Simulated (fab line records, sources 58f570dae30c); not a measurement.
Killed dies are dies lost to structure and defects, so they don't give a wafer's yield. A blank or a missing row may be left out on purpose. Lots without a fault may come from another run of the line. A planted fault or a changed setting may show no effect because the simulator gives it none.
fab line records | flow berkeley_cmos170 | part 2 of 2: steps 28 to 37 of 37
record lots=5 wafers=15 last_day=12
route steps=331 shown ACTIVE@74 PFIELD@79 FIELD@89 SACOX@97 SCREENOX@100 NVT@104
lots that met no fault: from a run of the same line without faults
start_h: hours from the record's first day to the start of the lot's first wafer shown | wait_h: hours since the lot's step before | " the same as in the row above | L1.1+2: a row that stands for several wafers | - no value, or no start given | * or withheld: withheld | < > ~ a bound
route shown NAME@n: a module of which the file shows steps, and the number in the route of the first | usual: mean/standard deviation of fault-free wafers | same: alike in all rows | chamber/n: place in a boat | sites: the reading at each site | _std_site: their standard deviation | _edge_site: outer sites' mean less inner sites' | radius_mm: how far each site lies from the wafer's centre | mask NAME#n: copy n | behind: the tool/chamber that last shaped the wafer | hold: why the lot was held/for how many hours/how that ended | device: the transistor (n, p or np) that didn't switch | end of line: the same wafers' tests at the end of the route | a step without rows: its recipe alone | killed: dies lost to structure and defects at the first sort, not the wafer's yield | map: a wafer's dies, x killed, . not, _ none there
set.NAME: the setting as run; set.NAME@STEP: as run at that earlier step | model.NAME: the simulator's own value behind a step, which no gauge read
lots at some steps of the route; a table a step, a row a wafer
services: from which hour (start_h, from the record's first day; less than 0 if before it) a tool's chamber was out of use, for how many hours, and why
## steps
# step UCB170_SCREENOX_OXIDATION_01
# recipe temp_c=900 ambient=O2 target_thk_a=144 ox_time_s=2400
# usual ox_temp_c_max=905.4/1 spike_tc_centre_C=902.5/1.4 zone_power_source_pct=26.2/2.2
# same ox_time_s=2400
# columns lot.wafer tool chamber start_h wait_h ox_temp_c_max spike_tc_centre_C zone_power_source_pct
L081.1 furnace-02 0 142.86 4.4 909.2 902.6 29.2
L081.4 " 0 " " 905.2 900.6 29.0
L081.5 " 0 " " 906.2 902.4 29.2
L084.2 furnace-01 0 152.99 1.9 906.8 902.3 24.4
L084.3 " 0 " " 907.7 903.8 24.2
L084.6 " 0 " " 905.5 904.9 24.2
L087.1 furnace-04 0 184.01 2.1 905.0 901.7 24.8
L087.2 " 0 " " 905.1 900.3 24.9
L087.3 " 0 " " 903.6 900.4 25.0
L091.2 furnace-04 0 184.01 2.1 904.5 901.0 25.3
L091.3 " 0 " " 906.5 900.9 25.0
L091.6 " 0 " " 905.4 902.0 24.4
L097.2 furnace-04 0 227.93 1.9 904.2 901.4 25.1
L097.3 " 0 " " 904.3 900.1 24.8
L097.4 " 0 " " 906.2 902.7 25.0
# step UCB170_SCREENOX_THK_MEAS_02
# recipe reads=SiO2_of_SCREENOX_OXIDATION_01
# usual SCREENOX_OXIDE_THK=14.32/0.28
# columns lot.wafer tool chamber start_h wait_h SCREENOX_OXIDE_THK[nm]
L081.1 film_metro-04 - 144.53 0.0 14.69
L081.4 " - " " 14.70
L081.5 " - " " 14.53
L084.2 film_metro-02 - 154.66 0.0 13.93
L084.3 " - " " 13.97
L084.6 " - " " 14.07
L087.1 film_metro-03 - 185.68 0.0 14.27
L087.2 " - " " 14.30
L087.3 " - " " 14.47
L091.2 film_metro-02 - 185.69 0.0 13.80
L091.3 " - " " 13.99
L091.6 " - " " 14.05
L097.2 film_metro-04 - 229.61 0.0 14.09
L097.3 " - " " 13.68
L097.4 " - " " 13.88
# step UCB170_SCREENOX_ANNEAL_03
# recipe temp_c=900 time_s=900 ambient=N2
# usual spike_tc_centre_C=902.5/1.5 zone_power_source_pct=25.3/1.6
# columns lot.wafer tool chamber start_h wait_h spike_tc_centre_C zone_power_source_pct
L081.1 furnace-04 0 147.85 3.3 901.6 25.0
L081.4 " 0 " " 902.5 24.5
L081.5 " 0 " " 899.8 25.2
L084.2 furnace-01 0 155.90 1.2 904.4 24.6
L084.3 " 0 " " 902.9 24.3
L084.6 " 0 " " 904.4 24.4
L087.1 furnace-01 0 189.04 3.3 904.1 24.1
L087.2 " 0 " " 904.5 24.1
L087.3 " 0 " " 905.4 24.2
L091.2 furnace-01 0 189.04 3.3 903.3 24.2
L091.3 " 0 " " 904.6 24.5
L091.6 " 0 " " 904.1 24.4
L097.2 furnace-01 0 232.07 2.5 905.0 24.9
L097.3 " 0 " " 903.4 24.3
L097.4 " 0 " " 903.4 24.4
# step UCB170_NVT_HMDS_00
# recipe prime_time_s=60 prime_temp_c=100
# usual resist_line_temp_C=23.02/0.1
# columns lot.wafer tool chamber start_h wait_h resist_line_temp_C
L081.1 litho_track-02 0 150.02 0.9 22.94
L081.4 " 0 " " 23.07
L081.5 " 0 " " 23.14
L084.2 litho_track-02 0 157.55 0.4 22.99
L084.3 " 0 " " 22.90
L084.6 " 0 " " 23.05
L087.1 litho_track-02 0 190.29 0.0 23.00
L087.2 " 0 " " 22.98
L087.3 " 0 " " 22.79
L091.2 litho_track-02 0 190.76 0.5 23.09
L091.3 " 0 " " 22.88
L091.6 " 0 " " 22.93
L097.2 litho_track-04 0 233.49 0.2 23.08
L097.3 " 0 " " 23.23
L097.4 " 0 " " 23.12
# step UCB170_NVT_COAT_01
# recipe resist=KrF spin_rpm=1500 resist_thk_nm=900
# usual resist_line_temp_C=23.03/0.099 spin_speed_rpm=1500.2/1.2
# columns lot.wafer tool chamber start_h wait_h resist_line_temp_C spin_speed_rpm
L081.1 litho_track-02 0 150.17 0.1 23.21 1499.5
L081.4 " 0 " " 23.02 1501.5
L081.5 " 0 " " 23.20 1499.8
L084.2 litho_track-02 0 157.70 0.1 22.90 1501.5
L084.3 " 0 " " 23.05 1500.9
L084.6 " 0 " " 23.14 1501.1
L087.1 litho_track-02 0 190.44 0.1 22.89 1500.2
L087.2 " 0 " " 22.86 1499.7
L087.3 " 0 " " 22.91 1500.1
L091.2 litho_track-02 0 190.91 0.1 22.87 1499.1
L091.3 " 0 " " 22.90 1500.2
L091.6 " 0 " " 22.78 1501.0
L097.2 litho_track-04 0 233.64 0.1 22.99 1502.8
L097.3 " 0 " " 22.97 1499.2
L097.4 " 0 " " 23.03 1498.2
# step UCB170_NVT_SOFTBAKE_02
# recipe resist=KrF temp_c=130 time_s=60
# usual resist_line_temp_C=23.00/0.11
# columns lot.wafer tool chamber start_h wait_h resist_line_temp_C
L081.1 litho_track-02 0 150.32 0.1 22.86
L081.4 " 0 " " 22.78
L081.5 " 0 " " 22.78
L084.2 litho_track-02 0 157.85 0.1 22.81
L084.3 " 0 " " 22.90
L084.6 " 0 " " 22.86
L087.1 litho_track-02 0 190.59 0.1 22.90
L087.2 " 0 " " 22.96
L087.3 " 0 " " 22.91
L091.2 litho_track-02 0 191.06 0.1 22.89
L091.3 " 0 " " 23.01
L091.6 " 0 " " 23.10
L097.2 litho_track-04 0 233.79 0.1 23.01
L097.3 " 0 " " 23.06
L097.4 " 0 " " 23.05
# step UCB170_NVT_EXPOSE_03
# recipe mask_id=PWELL target_cd_nm=3000 na=0.5 sigma_outer=0.6 source_shape=conventional dose_mj=30
# same sigma_outer=0.6
# columns lot.wafer tool chamber start_h wait_h mask
L081.1+4+5 krf_scanner-01 0 150.68 0.3 PWELL#0
L084.2+3+6 krf_scanner-01 0 158.18 0.3 PWELL#0
L087.1+2+3 krf_scanner-02 0 190.86 0.2 PWELL#0
L091.2+3+6 krf_scanner-01 0 191.36 0.3 PWELL#0
L097.2+3+4 krf_scanner-01 0 233.94 0.1 PWELL#0
# step UCB170_NVT_PEB_04
# recipe peb_temp_c=130 peb_time_s=withheld resist=KrF
# usual resist_line_temp_C=23.00/0.093
# columns lot.wafer tool chamber start_h wait_h resist_line_temp_C
L081.1 litho_track-02 0 151.65 0.9 22.93
L081.4 " 0 " " 22.71
L081.5 " 0 " " 22.90
L084.2 litho_track-04 0 158.30 0.1 22.89
L084.3 " 0 " " 23.16
L084.6 " 0 " " 23.04
L087.1 litho_track-03 0 191.04 0.2 23.12
L087.2 " 0 " " 22.88
L087.3 " 0 " " 23.05
L091.2 litho_track-02 0 191.49 0.1 23.10
L091.3 " 0 " " 23.26
L091.6 " 0 " " 23.04
L097.2 litho_track-04 0 234.22 0.3 22.99
L097.3 " 0 " " 23.05
L097.4 " 0 " " 23.10
# step UCB170_NVT_DEVELOP_05
# recipe developer=TMAH develop_time_s=45 resist=KrF dev_temp_c=21
# usual resist_line_temp_C=22.99/0.098
# columns lot.wafer tool chamber start_h wait_h resist_line_temp_C
L081.1 litho_track-02 0 - - 23.00
L081.4 " 0 " " 23.05
L081.5 " 0 " " 22.93
L084.2 litho_track-04 0 - - 22.78
L084.3 " 0 " " 23.09
L084.6 " 0 " " 22.98
L087.1 litho_track-03 0 - - 23.11
L087.2 " 0 " " 22.97
L087.3 " 0 " " 22.99
L091.2 litho_track-02 0 - - 22.80
L091.3 " 0 " " 23.01
L091.6 " 0 " " 22.85
L097.2 litho_track-04 0 - - 22.86
L097.3 " 0 " " 22.89
L097.4 " 0 " " 22.94
# step UCB170_NVT_OVL_MEAS_06
# usual NVT_OVL=1/4.8
# columns lot.wafer tool chamber start_h wait_h NVT_OVL[nm]
L081.1 overlay-01 - 151.92 - 2
L081.4 " - " " 3
L081.5 " - " " 1
L084.2 overlay-01 - 158.56 - 4
L084.3 " - " " 4
L084.6 " - " " -5
L087.1 overlay-02 - 191.31 - 3
L087.2 " - " " 6
L087.3 " - " " 4
L091.2 overlay-01 - 191.74 - 2
L091.3 " - " " 6
L091.6 " - " " 3
L097.2 overlay-02 - 234.47 - -8
L097.3 " - " " -7
L097.4 " - " " -5
## services
# columns tool chamber start_h hours kind
plasma_asher-04 - 98.53 2.3 repair
krf_scanner-02 - 105.37 1.0 pm
rie_diel-04 2 110.85 5.7 repair
krf_scanner-01 - 111.10 1.0 pm
krf_scanner-02 - 115.77 3.6 pm
wet_bench-04 - 120.47 1.8 repair
krf_scanner-01 - 126.02 1.3 pm
furnace-03 - 133.51 3.1 pm
rie_diel-04 1 137.11 4.8 repair
plasma_asher-02 - 141.93 2.8 pm
rie_diel-04 - 145.61 0.8 repair
plasma_asher-04 - 147.15 2.6 repair
rie_diel-04 2 149.16 10.8 repair
furnace-04 - 159.97 2.7 pm
krf_scanner-02 - 162.65 0.8 pm
furnace-04 - 162.71 4.6 pm
rie_diel-04 - 169.41 0.5 repair
wet_bench-01 - 170.27 4.4 pm
furnace-02 - 184.95 3.0 pm
krf_scanner-02 - 188.80 0.8 repair
rie_diel-04 1 200.16 6.3 repair
krf_scanner-01 - 202.06 0.8 pm
furnace-02 - 213.61 4.2 pm
krf_scanner-02 - 232.76 1.5 pm
